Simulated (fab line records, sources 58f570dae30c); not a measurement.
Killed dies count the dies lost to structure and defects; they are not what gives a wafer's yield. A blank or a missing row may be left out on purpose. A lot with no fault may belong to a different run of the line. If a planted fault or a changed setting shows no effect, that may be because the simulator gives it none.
Code-filled problem report in 8D (eight disciplines) form / flow berkeley_cmos170 / the parts of the form that need people (team, actions taken, sign-off) are left out

1. WHAT WENT WRONG
Across 5 wafers from 2 lots, PLDD_TW at UCB170_PLDD_TW_MEAS_11 averages 1067, while fault-free wafers read 1011 with a standard deviation of 6.2. Measured from the usual mean, that is +9.0 standard deviations.
First seen on wafer L678.2, day 9 19:42, on film_metro-04. At this step, 41 wafers from 14 lots have a number in the record. Rule for "out" (also "out of limits"): further than 4 standard deviations from the usual mean. The rest of the wafers with a number are treated as sound.

2. WHAT IT IS; WHAT IT IS NOT
question=which readings at this step | is=PLDD_TW | is not=-
question=which lots | is=L678, L682 | is not=L672, L673, L675, L676, L677, L679, L684, L685, L688, L689, L690, L692
question=which wafers of those lots | is=all that have a number | is not=-
question=read on which gauges | is=film_metro-01, film_metro-04 | is not=film_metro-02
question=when | is=from day 9 19:42 | is not=up to then (18 sound wafers); but 18 sound wafers of L684, L685, L688, L689, L690, L692 came after

3. SUSPECTS, AND WHAT RULES EACH OUT
Counting: any tool at a process step up to the reading is kept as a suspect provided that every lot that is out went through it and no sound lot did after the first of them.
- the gauge at UCB170_PLDD_TW_MEAS_11: ruled out. Those wafers that are out were read across 2 gauges (film_metro-01, film_metro-04).
- implanter-04 at UCB170_PLDD_IMPLANT_08: kept. Every lot that is out went through it, starting with L678 (day 9 19:19), and after that it ran no sound lot; the last sound lot it ran before then is L679 (day 9 18:43). Out on those wafers are its own readings of beam_on_s, dose_ions_cm2.
The count leaves implanter-04 at UCB170_PLDD_IMPLANT_08.

4. THE CAUSE (what the simulator had put in)
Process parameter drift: implanter-04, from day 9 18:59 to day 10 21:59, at UCB170_PLDD_IMPLANT_08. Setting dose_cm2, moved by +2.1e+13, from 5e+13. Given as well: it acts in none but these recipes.
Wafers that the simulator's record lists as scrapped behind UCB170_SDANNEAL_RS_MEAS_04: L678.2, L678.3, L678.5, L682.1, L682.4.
After counting, this tool was the only one left.

5. SEQUENCE OF EFFECTS, ordered by route
One row per reading whose mean, taken over the struck wafers that have a number, lies over 3 standard deviations from the usual. Readings are gone through only where the record gives a usual standard deviation; hours: the median, over the lots, of the time from a lot's start at the first step in this table giving one to that lot's start at this step; sigmas: the change measured in usual standard deviations.
hours=0; step=UCB170_PLDD_IMPLANT_08; reading=beam_on_s; usual=10.02 s; on struck wafers=13.74; change=+3.72; sigmas=+19
hours=0; step=UCB170_PLDD_IMPLANT_08; reading=dose_ions_cm2; usual=5e+13; on struck wafers=7e+13; change=+2e+13; sigmas=+99 or more
hours=0; step=UCB170_PLDD_TW_MEAS_11; reading=PLDD_TW; usual=1011; on struck wafers=1067; change=+56; sigmas=+9.0
hours=14; step=UCB170_SDANNEAL_RS_MEAS_04; reading=PLDD_RS; usual=1030.0 ohm/sq; on struck wafers=883.3; change=-146.7; sigmas=-51
The process steps in it:
- UCB170_PLDD_IMPLANT_08

6. HOW IT WOULD HAVE BEEN CAUGHT EARLIER
In this record the first reading out of limits at a measuring or inspecting step was taken at day 9 19:42, 1 hour after the fault began at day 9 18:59.
At UCB170_PLDD_IMPLANT_08, the tool's own readings (beam_on_s, dose_ions_cm2) were out on each struck wafer the step has a row for, so an alarm limit on them would have fired on the first such wafer.
Lots out: 2; of these, L682 started UCB170_PLDD_IMPLANT_08 on implanter-04 after day 9 19:42. A tool hold placed at that time would have kept it from harm.
